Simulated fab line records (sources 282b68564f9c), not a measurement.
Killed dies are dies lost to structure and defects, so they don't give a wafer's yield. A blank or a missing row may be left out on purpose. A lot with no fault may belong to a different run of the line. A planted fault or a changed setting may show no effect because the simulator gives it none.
Which tool did it? | flow rit cmos | 14 lots, 42 wafers sampled, at 1 step of a route of 202

WHAT THE GAUGES SHOWED, per wafer
Not one reading of a measure or inspect step in the record can be checked against a usual standard deviation.

WHICH TOOL RAN EACH LOT (tool, then ch and the chambers of the sampled wafers, then the start)
lot  | RIT_GATE_WET_ETCH_00
L872 | wet bench-04 ch 0, day 2 08:31
L873 | wet bench-02 ch 2, day 2 16:43
L874 | wet bench-03 ch 3, day 2 22:22
L875 | wet bench-03 ch 3, day 2 23:10
L876 | wet bench-02 ch 2, day 3 06:41
L877 | wet bench-03 ch 1, day 3 09:34
L878 | wet bench-04 ch 0, day 3 13:19
L879 | wet bench-04 ch 3, day 3 19:08
L881 | wet bench-02 ch 3, day 4 09:42
L882 | wet bench-03 ch 2, day 4 10:34
L883 | wet bench-04 ch 1, day 4 14:23
L884 | wet bench-04 ch 1, day 4 19:24
L885 | wet bench-04 ch 3, day 5 01:04
L887 | wet bench-04 ch 2, day 5 12:42
- RIT_GATE_WET_ETCH_00: etches SiO2 in BOE, target depth 56 nm, time 60 s.

WHAT THE TOOLS THEMSELVES READ (means of the sampled wafers that have a number; where no wafer has one, the mark that the record gives instead)
RIT_GATE_WET_ETCH_00.
lot  | tool         | run length s (s)
L872 | wet bench-04 | 85.3
L873 | wet bench-02 | 84.8
L874 | wet bench-03 | 87.5
L875 | wet bench-03 | 87.3
L876 | wet bench-02 | 85.3
L877 | wet bench-03 | 83.7
L878 | wet bench-04 | 87.3
L879 | wet bench-04 | 86.5
L881 | wet bench-02 | 87.4
L882 | wet bench-03 | 93.1
L883 | wet bench-04 | 85.6
L884 | wet bench-04 | 85.5
L885 | wet bench-04 | 67.9
L887 | wet bench-04 | 67.1

THE ANSWER, worked out from the rows above alone
Rule: the usual values come from the lots themselves. The widest of any qualifying gaps counts: lots, ordered by their means at a reading, are off when they make up no more than a third of the lots, leave a main group of 4 or more, and stand apart from it by 3 or more times the standard deviation of that group's means. A main group is skipped when, at the precision printed for the reading in the tables above, its means are all equal. A lot without any number at a reading at which 4 lots or more have one is off too. Where the step has rows for the other lots, those lots are counted as sound. After the gauges, taken in route order, come the tools' own readings; for these a lot's mean is taken, as printed above. The first step at which some lot is off is used, and at that step the reading that is off furthest; a lot without a number counts as furthest.
Off: L885, L887, at RIT_GATE_WET_ETCH_00 (run length s). Main group: mean 86.6 s, sd 2.3.
If a tool, at that step or one of the process steps before it, ran each lot that is off and ran no sound lot following the first of them, it fits. One fits: wet bench-04 at RIT_GATE_WET_ETCH_00. A fault onset in the window from L884 (day 4 19:24, its last sound lot) to L885 (day 5 01:04, its first lot off) fits.
On the lots that are off, the tool's own readings at RIT_GATE_WET_ETCH_00 differ by more than 5 times the standard deviation of the sound lots' means, which bears it out; run length s reads 67.5 s there versus 86.6 s on the sound lots.

WHAT WAS PUT IN BY THE SIMULATOR
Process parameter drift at RIT_GATE_WET_ETCH_00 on wet bench-04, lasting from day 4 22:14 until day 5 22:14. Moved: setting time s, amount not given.
Struck lots among those shown: L885, L887. This agrees with what the rule above found.
